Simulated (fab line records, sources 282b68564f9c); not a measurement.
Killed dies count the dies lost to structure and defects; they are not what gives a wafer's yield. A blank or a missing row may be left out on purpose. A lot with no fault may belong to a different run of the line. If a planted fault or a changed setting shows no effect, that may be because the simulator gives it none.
fab line records :: flow rit-cmos
[record]
  lots = 13
  wafers = 39
  last-day = 7
route steps=202 shown PLDD@122 M1@202
lots that met no fault: taken from a fault-free run of the same line
start-h: start of the lot's first displayed wafer, in hours after the record's first day :: wait-h: how many hours have passed since the lot's step before this one :: " identical to the entry in the row above :: L1.1+2: several wafers, shown together as one row :: - value missing, or start not given :: * or withheld: withheld :: < > ~ a bound
route shown NAME@n: a module of which the file shows steps, and the number in the route of the first :: usual: average and standard deviation across the fault-free wafers :: same: alike in all rows :: chamber/n: place in a boat :: sites: the reading at each site :: _std_site: standard deviation across them :: _edge_site: the outer-site mean with the inner-site mean subtracted :: radius-mm: for every site, how far away it sits from the centre of the wafer :: mask NAME#n: copy n :: behind: the tool/chamber that last shaped the wafer :: hold: why the lot was held/for how many hours/how that ended :: device: the n, p or np transistor that did not switch :: end of line: the tests these same wafers got at the end of their route :: a step given without rows: its recipe and nothing more :: killed: dies that structure and defects cost at the first sort, which is not the same as the wafer's yield :: map: shows each die of a wafer: x if killed, . if not, _ if none is there
set.NAME: the run value of the setting; set.NAME@STEP: its run value at that earlier step :: model.NAME: the simulator's own value behind a step, which no gauge read
a sample of lots followed through the steps of the route, with each step as a table and each wafer as a row
services: a tool's chamber out of use, with start hour (start-h, from the record's first day; less than 0 if before it), hours out, and reason
[[steps]]
[step RIT_PLDD_IMPLANT_08]
[recipe]
  species = BF2
  energy-kev = 20.11
  dose-cm2 = 9e+14
  tilt-deg = 7
[usual]
  dose-ions-cm2 = 9e+14/1e+12
  end-station-pressure-torr = 7.2e-06/4.2e-07
  faraday-current-uA = 2829/58
lot.wafer: L770.1
tool: implanter-01
chamber: 0
start-h: 46.04
wait-h: 0.1
dose-ions-cm2: 9.007e+14
end-station-pressure-torr: 7.3e-06
faraday-current-uA: 2867

lot.wafer: L770.3
tool: implanter-01
chamber: 0
start-h: 46.04
wait-h: 0.1
dose-ions-cm2: 8.992e+14
end-station-pressure-torr: 7.4e-06
faraday-current-uA: 2813

lot.wafer: L770.5
tool: implanter-01
chamber: 0
start-h: 46.04
wait-h: 0.1
dose-ions-cm2: 9.014e+14
end-station-pressure-torr: 6.9e-06
faraday-current-uA: 2812

lot.wafer: L771.3
tool: implanter-01
chamber: 0
start-h: 48.64
wait-h: 0.1
dose-ions-cm2: 9.001e+14
end-station-pressure-torr: 6.4e-06
faraday-current-uA: 2846

lot.wafer: L771.4
tool: implanter-01
chamber: 0
start-h: 48.64
wait-h: 0.1
dose-ions-cm2: 8.985e+14
end-station-pressure-torr: 7e-06
faraday-current-uA: 2809

lot.wafer: L771.5
tool: implanter-01
chamber: 0
start-h: 48.64
wait-h: 0.1
dose-ions-cm2: 8.996e+14
end-station-pressure-torr: 7.2e-06
faraday-current-uA: 2798

lot.wafer: L772.2
tool: implanter-01
chamber: 0
start-h: 56.09
wait-h: 0.1
dose-ions-cm2: 8.993e+14
end-station-pressure-torr: 6.2e-06
faraday-current-uA: 2772

lot.wafer: L772.4
tool: implanter-01
chamber: 0
start-h: 56.09
wait-h: 0.1
dose-ions-cm2: 8.98e+14
end-station-pressure-torr: 7.2e-06
faraday-current-uA: 2931

lot.wafer: L772.6
tool: implanter-01
chamber: 0
start-h: 56.09
wait-h: 0.1
dose-ions-cm2: 9.003e+14
end-station-pressure-torr: 7.5e-06
faraday-current-uA: 2748

lot.wafer: L773.3
tool: implanter-04
chamber: 0
start-h: 62.88
wait-h: 0.1
dose-ions-cm2: 8.988e+14
end-station-pressure-torr: 7.1e-06
faraday-current-uA: 2829

lot.wafer: L773.4
tool: implanter-04
chamber: 0
start-h: 62.88
wait-h: 0.1
dose-ions-cm2: 9.001e+14
end-station-pressure-torr: 7.7e-06
faraday-current-uA: 2895

lot.wafer: L773.6
tool: implanter-04
chamber: 0
start-h: 62.88
wait-h: 0.1
dose-ions-cm2: 8.999e+14
end-station-pressure-torr: 7.6e-06
faraday-current-uA: 2778

lot.wafer: L774.1
tool: implanter-02
chamber: 0
start-h: 65.50
wait-h: 0.1
dose-ions-cm2: 9.011e+14
end-station-pressure-torr: 7.4e-06
faraday-current-uA: 2786

lot.wafer: L774.2
tool: implanter-02
chamber: 0
start-h: 65.50
wait-h: 0.1
dose-ions-cm2: 8.999e+14
end-station-pressure-torr: 7.2e-06
faraday-current-uA: 2791

lot.wafer: L774.6
tool: implanter-02
chamber: 0
start-h: 65.50
wait-h: 0.1
dose-ions-cm2: 9.002e+14
end-station-pressure-torr: 7.2e-06
faraday-current-uA: 2865

lot.wafer: L775.3
tool: implanter-02
chamber: 0
start-h: 75.21
wait-h: 0.1
dose-ions-cm2: 8.994e+14
end-station-pressure-torr: 6.7e-06
faraday-current-uA: 2777

lot.wafer: L775.4
tool: implanter-02
chamber: 0
start-h: 75.21
wait-h: 0.1
dose-ions-cm2: 8.995e+14
end-station-pressure-torr: 7.3e-06
faraday-current-uA: 2867

lot.wafer: L775.6
tool: implanter-02
chamber: 0
start-h: 75.21
wait-h: 0.1
dose-ions-cm2: 9e+14
end-station-pressure-torr: 6.3e-06
faraday-current-uA: 2768

lot.wafer: L776.1
tool: implanter-01
chamber: 0
start-h: 77.88
wait-h: 0.1
dose-ions-cm2: 9.008e+14
end-station-pressure-torr: 7e-06
faraday-current-uA: 2854

lot.wafer: L776.2
tool: implanter-01
chamber: 0
start-h: 77.88
wait-h: 0.1
dose-ions-cm2: 9.013e+14
end-station-pressure-torr: 7.5e-06
faraday-current-uA: 2743

lot.wafer: L776.3
tool: implanter-01
chamber: 0
start-h: 77.88
wait-h: 0.1
dose-ions-cm2: 9.004e+14
end-station-pressure-torr: 7e-06
faraday-current-uA: 2833

lot.wafer: L783.2
tool: implanter-02
chamber: 0
start-h: 110.17
wait-h: 0.1
dose-ions-cm2: 1.5633e+15
end-station-pressure-torr: 8.8e-06
faraday-current-uA: 4948

lot.wafer: L783.5
tool: implanter-02
chamber: 0
start-h: 110.17
wait-h: 0.1
dose-ions-cm2: 1.5635e+15
end-station-pressure-torr: 8.5e-06
faraday-current-uA: 5007

lot.wafer: L783.6
tool: implanter-02
chamber: 0
start-h: 110.17
wait-h: 0.1
dose-ions-cm2: 1.5647e+15
end-station-pressure-torr: 9.3e-06
faraday-current-uA: 5013

lot.wafer: L784.1
tool: implanter-02
chamber: 0
start-h: 118.50
wait-h: 0.1
dose-ions-cm2: 1.5637e+15
end-station-pressure-torr: 8.7e-06
faraday-current-uA: 4873

lot.wafer: L784.3
tool: implanter-02
chamber: 0
start-h: 118.50
wait-h: 0.1
dose-ions-cm2: 1.5624e+15
end-station-pressure-torr: 8.8e-06
faraday-current-uA: 4952

lot.wafer: L784.6
tool: implanter-02
chamber: 0
start-h: 118.50
wait-h: 0.1
dose-ions-cm2: 1.5628e+15
end-station-pressure-torr: 8.8e-06
faraday-current-uA: 4806

lot.wafer: L786.1
tool: implanter-01
chamber: 0
start-h: 130.28
wait-h: 0.1
dose-ions-cm2: 9.002e+14
end-station-pressure-torr: 7.8e-06
faraday-current-uA: 2854

lot.wafer: L786.2
tool: implanter-01
chamber: 0
start-h: 130.28
wait-h: 0.1
dose-ions-cm2: 8.995e+14
end-station-pressure-torr: 7.5e-06
faraday-current-uA: 2892

lot.wafer: L786.4
tool: implanter-01
chamber: 0
start-h: 130.28
wait-h: 0.1
dose-ions-cm2: 9.009e+14
end-station-pressure-torr: 7.7e-06
faraday-current-uA: 2704

lot.wafer: L788.1
tool: implanter-01
chamber: 0
start-h: 143.98
wait-h: 0.1
dose-ions-cm2: 8.99e+14
end-station-pressure-torr: 7.2e-06
faraday-current-uA: 2848

lot.wafer: L788.3
tool: implanter-01
chamber: 0
start-h: 143.98
wait-h: 0.1
dose-ions-cm2: 9.006e+14
end-station-pressure-torr: 7.3e-06
faraday-current-uA: 2919

lot.wafer: L788.5
tool: implanter-01
chamber: 0
start-h: 143.98
wait-h: 0.1
dose-ions-cm2: 8.993e+14
end-station-pressure-torr: 7.5e-06
faraday-current-uA: 2812

lot.wafer: L789.1
tool: implanter-01
chamber: 0
start-h: 147.34
wait-h: 0.1
dose-ions-cm2: 9.028e+14
end-station-pressure-torr: 7.3e-06
faraday-current-uA: 2991

lot.wafer: L789.2
tool: implanter-01
chamber: 0
start-h: 147.34
wait-h: 0.1
dose-ions-cm2: 9.011e+14
end-station-pressure-torr: 7e-06
faraday-current-uA: 2739

lot.wafer: L789.4
tool: implanter-01
chamber: 0
start-h: 147.34
wait-h: 0.1
dose-ions-cm2: 9.002e+14
end-station-pressure-torr: 7e-06
faraday-current-uA: 2868

lot.wafer: L792.3
tool: implanter-04
chamber: 0
start-h: 159.24
wait-h: 0.1
dose-ions-cm2: 8.998e+14
end-station-pressure-torr: 7e-06
faraday-current-uA: 2805

lot.wafer: L792.5
tool: implanter-04
chamber: 0
start-h: 159.24
wait-h: 0.1
dose-ions-cm2: 9e+14
end-station-pressure-torr: 7.4e-06
faraday-current-uA: 2874

lot.wafer: L792.6
tool: implanter-04
chamber: 0
start-h: 159.24
wait-h: 0.1
dose-ions-cm2: 8.994e+14
end-station-pressure-torr: 7e-06
faraday-current-uA: 2726
[step RIT_PLDD_TW_MEAS_10]
[usual]
  PLDD_TW = 2338/14
lot.wafer: L770.1
tool: film-metro-02
chamber: -
start-h: 46.36
wait-h: 0.1
PLDD_TW: 2330

lot.wafer: L770.3
tool: film-metro-02
chamber: -
start-h: 46.36
wait-h: 0.1
PLDD_TW: 2323

lot.wafer: L770.5
tool: film-metro-02
chamber: -
start-h: 46.36
wait-h: 0.1
PLDD_TW: 2322

lot.wafer: L771.3
tool: film-metro-02
chamber: -
start-h: 48.93
wait-h: 0.1
PLDD_TW: 2336

lot.wafer: L771.4
tool: film-metro-02
chamber: -
start-h: 48.93
wait-h: 0.1
PLDD_TW: 2328

lot.wafer: L771.5
tool: film-metro-02
chamber: -
start-h: 48.93
wait-h: 0.1
PLDD_TW: 2321

lot.wafer: L772.2
tool: film-metro-04
chamber: -
start-h: 56.40
wait-h: 0.1
PLDD_TW: 2347

lot.wafer: L772.4
tool: film-metro-04
chamber: -
start-h: 56.40
wait-h: 0.1
PLDD_TW: 2326

lot.wafer: L772.6
tool: film-metro-04
chamber: -
start-h: 56.40
wait-h: 0.1
PLDD_TW: 2335

lot.wafer: L773.3
tool: film-metro-03
chamber: -
start-h: 63.17
wait-h: 0.1
PLDD_TW: 2345

lot.wafer: L773.4
tool: film-metro-03
chamber: -
start-h: 63.17
wait-h: 0.1
PLDD_TW: 2321

lot.wafer: L773.6
tool: film-metro-03
chamber: -
start-h: 63.17
wait-h: 0.1
PLDD_TW: 2335

lot.wafer: L774.1
tool: film-metro-03
chamber: -
start-h: 65.83
wait-h: 0.1
PLDD_TW: 2341

lot.wafer: L774.2
tool: film-metro-03
chamber: -
start-h: 65.83
wait-h: 0.1
PLDD_TW: 2349

lot.wafer: L774.6
tool: film-metro-03
chamber: -
start-h: 65.83
wait-h: 0.1
PLDD_TW: 2344

lot.wafer: L775.3
tool: film-metro-02
chamber: -
start-h: 75.51
wait-h: 0.1
PLDD_TW: 2337

lot.wafer: L775.4
tool: film-metro-02
chamber: -
start-h: 75.51
wait-h: 0.1
PLDD_TW: 2334

lot.wafer: L775.6
tool: film-metro-02
chamber: -
start-h: 75.51
wait-h: 0.1
PLDD_TW: 2336

lot.wafer: L776.1
tool: film-metro-04
chamber: -
start-h: 78.21
wait-h: 0.1
PLDD_TW: 2305

lot.wafer: L776.2
tool: film-metro-04
chamber: -
start-h: 78.21
wait-h: 0.1
PLDD_TW: 2318

lot.wafer: L776.3
tool: film-metro-04
chamber: -
start-h: 78.21
wait-h: 0.1
PLDD_TW: 2308

lot.wafer: L783.2
tool: film-metro-04
chamber: -
start-h: 110.48
wait-h: 0.1
PLDD_TW: 2645

lot.wafer: L783.5
tool: film-metro-04
chamber: -
start-h: 110.48
wait-h: 0.1
PLDD_TW: 2645

lot.wafer: L783.6
tool: film-metro-04
chamber: -
start-h: 110.48
wait-h: 0.1
PLDD_TW: 2647

lot.wafer: L784.1
tool: film-metro-03
chamber: -
start-h: 118.82
wait-h: 0.1
PLDD_TW: 2660

lot.wafer: L784.3
tool: film-metro-03
chamber: -
start-h: 118.82
wait-h: 0.1
PLDD_TW: 2681

lot.wafer: L784.6
tool: film-metro-03
chamber: -
start-h: 118.82
wait-h: 0.1
PLDD_TW: 2661

lot.wafer: L786.1
tool: film-metro-02
chamber: -
start-h: 130.61
wait-h: 0.1
PLDD_TW: 2320

lot.wafer: L786.2
tool: film-metro-02
chamber: -
start-h: 130.61
wait-h: 0.1
PLDD_TW: 2324

lot.wafer: L786.4
tool: film-metro-02
chamber: -
start-h: 130.61
wait-h: 0.1
PLDD_TW: 2316

lot.wafer: L788.1
tool: film-metro-03
chamber: -
start-h: 144.30
wait-h: 0.1
PLDD_TW: 2356

lot.wafer: L788.3
tool: film-metro-03
chamber: -
start-h: 144.30
wait-h: 0.1
PLDD_TW: 2332

lot.wafer: L788.5
tool: film-metro-03
chamber: -
start-h: 144.30
wait-h: 0.1
PLDD_TW: 2352

lot.wafer: L789.1
tool: film-metro-02
chamber: -
start-h: 147.66
wait-h: 0.1
PLDD_TW: 2353

lot.wafer: L789.2
tool: film-metro-02
chamber: -
start-h: 147.66
wait-h: 0.1
PLDD_TW: 2349

lot.wafer: L789.4
tool: film-metro-02
chamber: -
start-h: 147.66
wait-h: 0.1
PLDD_TW: 2359

lot.wafer: L792.3
tool: film-metro-04
chamber: -
start-h: 159.54
wait-h: 0.1
PLDD_TW: 2322

lot.wafer: L792.5
tool: film-metro-04
chamber: -
start-h: 159.54
wait-h: 0.1
PLDD_TW: 2330

lot.wafer: L792.6
tool: film-metro-04
chamber: -
start-h: 159.54
wait-h: 0.1
PLDD_TW: 2329
[step RIT_SDANNEAL_RS_MEAS_06]
[recipe]
  thk-meas-gauge = four-point-probe
[usual]
  PLDD_RS = 178.4/0.58
lot.wafer: L770.1
tool: film-metro-03
chamber: -
start-h: 52.68
wait-h: 0.1
PLDD_RS[ohm/sq]: 178.7

lot.wafer: L770.3
tool: film-metro-03
chamber: -
start-h: 52.68
wait-h: 0.1
PLDD_RS[ohm/sq]: 178.9

lot.wafer: L770.5
tool: film-metro-03
chamber: -
start-h: 52.68
wait-h: 0.1
PLDD_RS[ohm/sq]: 179.1

lot.wafer: L771.3
tool: film-metro-03
chamber: -
start-h: 55.29
wait-h: 0.1
PLDD_RS[ohm/sq]: 178.4

lot.wafer: L771.4
tool: film-metro-03
chamber: -
start-h: 55.29
wait-h: 0.1
PLDD_RS[ohm/sq]: 179.3

lot.wafer: L771.5
tool: film-metro-03
chamber: -
start-h: 55.29
wait-h: 0.1
PLDD_RS[ohm/sq]: 179.1

lot.wafer: L772.2
tool: film-metro-02
chamber: -
start-h: 62.86
wait-h: 0.1
PLDD_RS[ohm/sq]: 178.0

lot.wafer: L772.4
tool: film-metro-02
chamber: -
start-h: 62.86
wait-h: 0.1
PLDD_RS[ohm/sq]: 178.3

lot.wafer: L772.6
tool: film-metro-02
chamber: -
start-h: 62.86
wait-h: 0.1
PLDD_RS[ohm/sq]: 178.9

lot.wafer: L773.3
tool: film-metro-04
chamber: -
start-h: 69.43
wait-h: 0.1
PLDD_RS[ohm/sq]: 178.8

lot.wafer: L773.4
tool: film-metro-04
chamber: -
start-h: 69.43
wait-h: 0.1
PLDD_RS[ohm/sq]: 178.4

lot.wafer: L773.6
tool: film-metro-04
chamber: -
start-h: 69.43
wait-h: 0.1
PLDD_RS[ohm/sq]: 178.5

lot.wafer: L774.1
tool: film-metro-02
chamber: -
start-h: 72.21
wait-h: 0.1
PLDD_RS[ohm/sq]: 177.5

lot.wafer: L774.2
tool: film-metro-02
chamber: -
start-h: 72.21
wait-h: 0.1
PLDD_RS[ohm/sq]: 177.8

lot.wafer: L774.6
tool: film-metro-02
chamber: -
start-h: 72.21
wait-h: 0.1
PLDD_RS[ohm/sq]: 178.0

lot.wafer: L775.3
tool: film-metro-04
chamber: -
start-h: 81.95
wait-h: 0.1
PLDD_RS[ohm/sq]: 178.6

lot.wafer: L775.4
tool: film-metro-04
chamber: -
start-h: 81.95
wait-h: 0.1
PLDD_RS[ohm/sq]: 178.4

lot.wafer: L775.6
tool: film-metro-04
chamber: -
start-h: 81.95
wait-h: 0.1
PLDD_RS[ohm/sq]: 178.6

lot.wafer: L776.1
tool: film-metro-02
chamber: -
start-h: 84.61
wait-h: 0.1
PLDD_RS[ohm/sq]: 177.0

lot.wafer: L776.2
tool: film-metro-02
chamber: -
start-h: 84.61
wait-h: 0.1
PLDD_RS[ohm/sq]: 177.8

lot.wafer: L776.3
tool: film-metro-02
chamber: -
start-h: 84.61
wait-h: 0.1
PLDD_RS[ohm/sq]: 177.8

lot.wafer: L783.2
tool: film-metro-03
chamber: -
start-h: 116.69
wait-h: 0.1
PLDD_RS[ohm/sq]: 154.9

lot.wafer: L783.5
tool: film-metro-03
chamber: -
start-h: 116.69
wait-h: 0.1
PLDD_RS[ohm/sq]: 155.1

lot.wafer: L783.6
tool: film-metro-03
chamber: -
start-h: 116.69
wait-h: 0.1
PLDD_RS[ohm/sq]: 155.1

lot.wafer: L784.1
tool: film-metro-04
chamber: -
start-h: 125.34
wait-h: 0.1
PLDD_RS[ohm/sq]: 154.5

lot.wafer: L784.3
tool: film-metro-04
chamber: -
start-h: 125.34
wait-h: 0.1
PLDD_RS[ohm/sq]: 154.3

lot.wafer: L784.6
tool: film-metro-04
chamber: -
start-h: 125.34
wait-h: 0.1
PLDD_RS[ohm/sq]: 154.6

lot.wafer: L786.1
tool: film-metro-02
chamber: -
start-h: 136.95
wait-h: 0.1
PLDD_RS[ohm/sq]: 178.6

lot.wafer: L786.2
tool: film-metro-02
chamber: -
start-h: 136.95
wait-h: 0.1
PLDD_RS[ohm/sq]: 178.7

lot.wafer: L786.4
tool: film-metro-02
chamber: -
start-h: 136.95
wait-h: 0.1
PLDD_RS[ohm/sq]: 178.1

lot.wafer: L788.1
tool: film-metro-04
chamber: -
start-h: 150.43
wait-h: 0.1
PLDD_RS[ohm/sq]: 178.3

lot.wafer: L788.3
tool: film-metro-04
chamber: -
start-h: 150.43
wait-h: 0.1
PLDD_RS[ohm/sq]: 177.9

lot.wafer: L788.5
tool: film-metro-04
chamber: -
start-h: 150.43
wait-h: 0.1
PLDD_RS[ohm/sq]: 178.2

lot.wafer: L789.1
tool: film-metro-03
chamber: -
start-h: 153.77
wait-h: 0.1
PLDD_RS[ohm/sq]: 179.2

lot.wafer: L789.2
tool: film-metro-03
chamber: -
start-h: 153.77
wait-h: 0.1
PLDD_RS[ohm/sq]: 179.3

lot.wafer: L789.4
tool: film-metro-03
chamber: -
start-h: 153.77
wait-h: 0.1
PLDD_RS[ohm/sq]: 179.1

lot.wafer: L792.3
tool: film-metro-02
chamber: -
start-h: 166.61
wait-h: 0.1
PLDD_RS[ohm/sq]: 177.8

lot.wafer: L792.5
tool: film-metro-02
chamber: -
start-h: 166.61
wait-h: 0.1
PLDD_RS[ohm/sq]: 177.8

lot.wafer: L792.6
tool: film-metro-02
chamber: -
start-h: 166.61
wait-h: 0.1
PLDD_RS[ohm/sq]: 178.0
[step RIT_M1_PROBE_99]
[usual]
  killed-at-contacts = 0.0/0.16
  killed-at-front-end = 6.9/2.9
  killed-dies = 7.0/2.9
  killed-on-rim = 1.9/1.4
  killed-open = 3.4/2.1
  killed-short = 3.5/1.8
[same]
  gross-dies = 264
  killed_at_M0_to_M3 = 0
  killed_at_M4_up = 0
  killed-at-back-side = 0
  killed-at-other = 0
lot.wafer: L784.1
tool: prober-01
chamber: -
start-h: 132.49
wait-h: 0.1
killed-at-contacts: 0
killed-at-front-end: 8
killed-dies: 8
killed-on-rim: 5
killed-open: 4
killed-short: 4

lot.wafer: L784.3
tool: prober-01
chamber: -
start-h: 132.59
wait-h: 0.2
killed-at-contacts: 0
killed-at-front-end: 7
killed-dies: 7
killed-on-rim: 2
killed-open: 4
killed-short: 3

lot.wafer: L784.6
tool: prober-01
chamber: -
start-h: 132.74
wait-h: 0.2
killed-at-contacts: 0
killed-at-front-end: 5
killed-dies: 5
killed-on-rim: 0
killed-open: 3
killed-short: 2

lot.wafer: L786.1
tool: prober-01
chamber: -
start-h: 144.23
wait-h: 0.1
killed-at-contacts: 0
killed-at-front-end: 7
killed-dies: 7
killed-on-rim: 1
killed-open: 4
killed-short: 3

lot.wafer: L786.2
tool: prober-01
chamber: -
start-h: 144.28
wait-h: 0.1
killed-at-contacts: 0
killed-at-front-end: 8
killed-dies: 8
killed-on-rim: 1
killed-open: 1
killed-short: 7

lot.wafer: L786.4
tool: prober-01
chamber: -
start-h: 144.38
wait-h: 0.2
killed-at-contacts: 0
killed-at-front-end: 7
killed-dies: 7
killed-on-rim: 2
killed-open: 4
killed-short: 3
// killed by level:class
L784.1 GATE:geometric-particle:short=2 FOX1:geometric-particle:open=1 FOX2:geometric-particle:open=1 FOX2:geometric-particle:short=1 GATE:geometric-particle:open=1 SILICIDE:geometric-particle:short=1 SILICIDE:geometric-particle:open=1
L784.3 GATE:geometric-particle:open=2 GATE:geometric-particle:short=2 FOX1:geometric-particle:short=1 SPACER:geometric-particle:open=1 SILICIDE:geometric-particle:open=1
L784.6 GATE:geometric-particle:short=2 REOX:geometric-particle:open=2 GATE:geometric-particle:open=1
L786.1 REOX:geometric-particle:open=2 SPACER:geometric-particle:short=2 GATE:geometric-particle:open=1 REOX:geometric-particle:short=1 SPACER:geometric-particle:open=1
L786.2 SILICIDE:geometric-particle:short=4 GATE:geometric-particle:short=2 SPACER:geometric-particle:short=1 SILICIDE:geometric-particle:open=1
L786.4 GATE:geometric-particle:short=2 GATE:geometric-particle:open=2 FOX1:geometric-particle:short=1 FOX1:geometric-particle:open=1 SPACER:geometric-particle:open=1
[[services]]
tool: implanter-02
chamber: -
start-h: 76.55
hours: 3.1
kind: repair

tool: implanter-04
chamber: -
start-h: 150.47
hours: 2.3
kind: repair

tool: implanter-02
chamber: -
start-h: 158.31
hours: 1.0
kind: repair
[[key]]
[first-sign]
  step = RIT_PLDD_IMPLANT_08
  reading = dose-ions-cm2
  direction = up
  sigmas = 99+
  usual = 9e+14
  struck = 1.5634e+15
[effect]
  step = RIT_PLDD_IMPLANT_08
  reading = faraday-current-uA
  direction = up
  sigmas = 36
  usual = 2829
  struck = 4933
[effect]
  step = RIT_PLDD_TW_MEAS_10
  reading = PLDD_TW
  direction = up
  sigmas = 23
  usual = 2338
  struck = 2656
[effect]
  step = RIT_SDANNEAL_RS_MEAS_06
  reading = PLDD_RS
  direction = down
  sigmas = 41
  usual = 178.4
  struck = 154.7
met-at RIT_PLDD_IMPLANT_08
struck-lots L783,L784
tester-left-out L783,L784
onset-between 75.21 110.17
[fault]
  kind = process-parameter-drift
  tool = implanter-02
  chamber = -
  onset-h = 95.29
  steps = RIT_PLDD_IMPLANT_08
  channel = dose-cm2
  offset = 6.6387e+14
  shape = step
  end-h = 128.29
  acts-in = these-recipes-only
  stated = 9e+14
// tester-left-out: of these lots the tester's yield and bins aren't shown, on N5 and GAA mostly nor the transistor test; their killed dies are dies lost to structure and defects alone, not to doping, threshold or leakage, so they don't give the yield
